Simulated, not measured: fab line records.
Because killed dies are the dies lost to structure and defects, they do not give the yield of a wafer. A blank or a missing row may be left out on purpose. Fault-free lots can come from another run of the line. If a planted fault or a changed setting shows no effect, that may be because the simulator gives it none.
Tool commonality check -- flow rit cmos -- Sampled: 14 lots, 40 wafers

## REASON FOR OPENING
RIT_M1_RS_MEAS_01, reading M1_AL_RS: flagged on 2 of 14 lots. No-fault wafers: 0.0732 ohm/sq, standard deviation 0.00076.
Rule: a lot is flagged in two cases, either no wafer of it has a number, or all its wafers with numbers fall more than 4 standard deviations from that mean. All remaining lots are regarded as sound.

lot,measured,on,"M1_AL_RS (ohm/sq), wafer by wafer",flag
L667,day 3 10:41,film metro-01,0.0747 0.0749 0.0753,
L669,day 4 00:03,film metro-01,0.0731 0.0734 0.0736,
L670,day 4 04:08,film metro-02,0.0716 0.0724 0.0725,
L671,day 4 14:36,film metro-04,0.0732 0.0738 0.0736,
L673,day 5 05:55,film metro-01,0.0721 0.0719 0.0724,
L674,day 5 14:49,film metro-04,0.0725 0.0727 0.0724,
L675,day 5 18:57,film metro-04,0.0743 0.0738 0.0741,
L677,day 6 13:34,film metro-02,0.0732 0.0730 0.0735,
L678,day 6 17:45,film metro-01,0.0738 0.0740 0.0744,
L682,day 7 06:48,film metro-02,0.1679 0.1678,FLAGGED
L685,day 7 20:17,film metro-02,0.1749 0.1747,FLAGGED
L686,day 7 20:52,film metro-01,0.0731 0.0730 0.0727,
L687,day 7 21:37,film metro-04,0.0733 0.0731 0.0734,
L689,day 8 10:46,film metro-04,0.0733 0.0728 0.0732,
Flagged lots average 0.1713 ohm/sq: +0.0981 ohm/sq relative to the usual, that is +99 or more standard deviations.

## LOT BY LOT: THE TOOL USED
The record holds 1 process step before the reading, out of a route of 202 steps. Read each cell as the tool, then ch plus the chambers that the sampled wafers visited, then the start.
lot,flag,RIT_M1_SPUTTER_00
L667,,"pvd sputter-01, day 3 10:24"
L669,,"pvd sputter-01, day 3 23:44"
L670,,"pvd sputter-02, day 4 03:49"
L671,,"pvd sputter-01, day 4 14:16"
L673,,"pvd sputter-01, day 5 05:36"
L674,,"pvd sputter-02, day 5 14:29"
L675,,"pvd sputter-01, day 5 18:39"
L677,,"pvd sputter-01, day 6 13:14"
L678,,"pvd sputter-01, day 6 17:28"
L682,FLAGGED,"pvd sputter-02, day 7 06:30"
L685,FLAGGED,"pvd sputter-02, day 7 19:58"
L686,,"pvd sputter-03, day 7 20:33"
L687,,"pvd sputter-01, day 7 21:18"
L689,,"pvd sputter-03, day 8 10:26"
What the steps here do:
- RIT_M1_SPUTTER_00: material Al, target thk 400 nm, time 500 s.
- RIT_M1_RS_MEAS_01: measures by four-point-probe.

## FLAGGED OVER TOTAL, TOOL BY TOOL (the gauges that took the reading come last)
step,tool,lots run,flagged,share of the flagged lots,sound lots run after its first flagged lot
RIT_M1_SPUTTER_00,pvd sputter-01,8,0,none,-
RIT_M1_SPUTTER_00,pvd sputter-02,4,2,all,0
RIT_M1_SPUTTER_00,pvd sputter-03,2,0,none,-
RIT_M1_RS_MEAS_01,film metro-01,5,0,none,-
RIT_M1_RS_MEAS_01,film metro-02,4,2,all,0
RIT_M1_RS_MEAS_01,film metro-04,5,0,none,-

## WHAT IS ALLOWED BY THE TABLE
Rows of the table that ran all the flagged lots, 2 in number: pvd sputter-02 at RIT_M1_SPUTTER_00; film metro-02 at RIT_M1_RS_MEAS_01.
- pvd sputter-02 at RIT_M1_SPUTTER_00: 2 of its 4 lots flagged. Its last sound lot is L674 (day 5 14:29), its first flagged lot L682 (day 7 06:30): a fault that began between those two fits.
- film metro-02 at RIT_M1_RS_MEAS_01: 2 of its 4 lots flagged. Its last sound lot is L677 (day 6 13:34), its first flagged lot L682 (day 7 06:48): a fault that began between those two fits.
Because each of these 2 tools fits a fault that began at some hour, counting lots does not separate them. More lots, or a look at what each step does to the wafer, might.

## WHAT THE SIMULATOR HAD PUT IN
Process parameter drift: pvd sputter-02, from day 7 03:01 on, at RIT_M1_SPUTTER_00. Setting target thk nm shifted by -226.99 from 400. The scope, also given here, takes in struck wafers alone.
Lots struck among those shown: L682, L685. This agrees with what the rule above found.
